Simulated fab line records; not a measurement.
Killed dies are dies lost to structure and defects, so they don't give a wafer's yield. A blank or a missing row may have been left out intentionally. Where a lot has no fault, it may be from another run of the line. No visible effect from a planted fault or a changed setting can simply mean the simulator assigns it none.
Which tool was responsible? ; flow berkeley_cmos170 ; 7 lots, 21 wafers sampled, at 1 step of a route of 331

== WHAT EACH GAUGE READ, for each wafer ==
UCB170_START_THK_MEAS_03.
lot;measured;on;START_OXIDE_THK (nm)
L695;day 1 19:01;film_metro-03;19.5 19.3 19.2
L697;day 2 04:16;film_metro-01;19.8 19.8 19.9
L700;day 2 22:45;film_metro-02;20.2 20.0 20.2
L704;day 3 17:31;film_metro-02;19.8 19.4 19.5
L706;day 4 05:37;film_metro-03;19.8 19.8 19.8
L712;day 5 07:58;film_metro-02;20.3 20.3 20.4
L716;day 6 07:07;film_metro-02;20.3 20.6 20.3

== WHAT TOOL EACH LOT RAN ON (gives the tool, then ch and the chambers of the sampled wafers, and finally the start) ==
The record holds no process step before these readings.

== THE ANSWER, worked out from the rows above alone ==
Rule: usual is defined by the lots themselves. The widest of any qualifying gaps counts: lots, ordered by their means at a reading, are off when they make up no more than a third of the lots, leave a main group of 4 or more, and stand apart from it by 3 or more times the standard deviation of that group's means. A main group whose means are all the same, to the digits that the tables above print for the reading, isn't used. Also off: a lot with no number at a reading for which 4 or more lots have one. The other lots that the step has rows for count as sound.
Across all readings shown, no lot is off: no conclusion can be drawn from this.

== WHAT THE SIMULATOR HAD PUT IN ==
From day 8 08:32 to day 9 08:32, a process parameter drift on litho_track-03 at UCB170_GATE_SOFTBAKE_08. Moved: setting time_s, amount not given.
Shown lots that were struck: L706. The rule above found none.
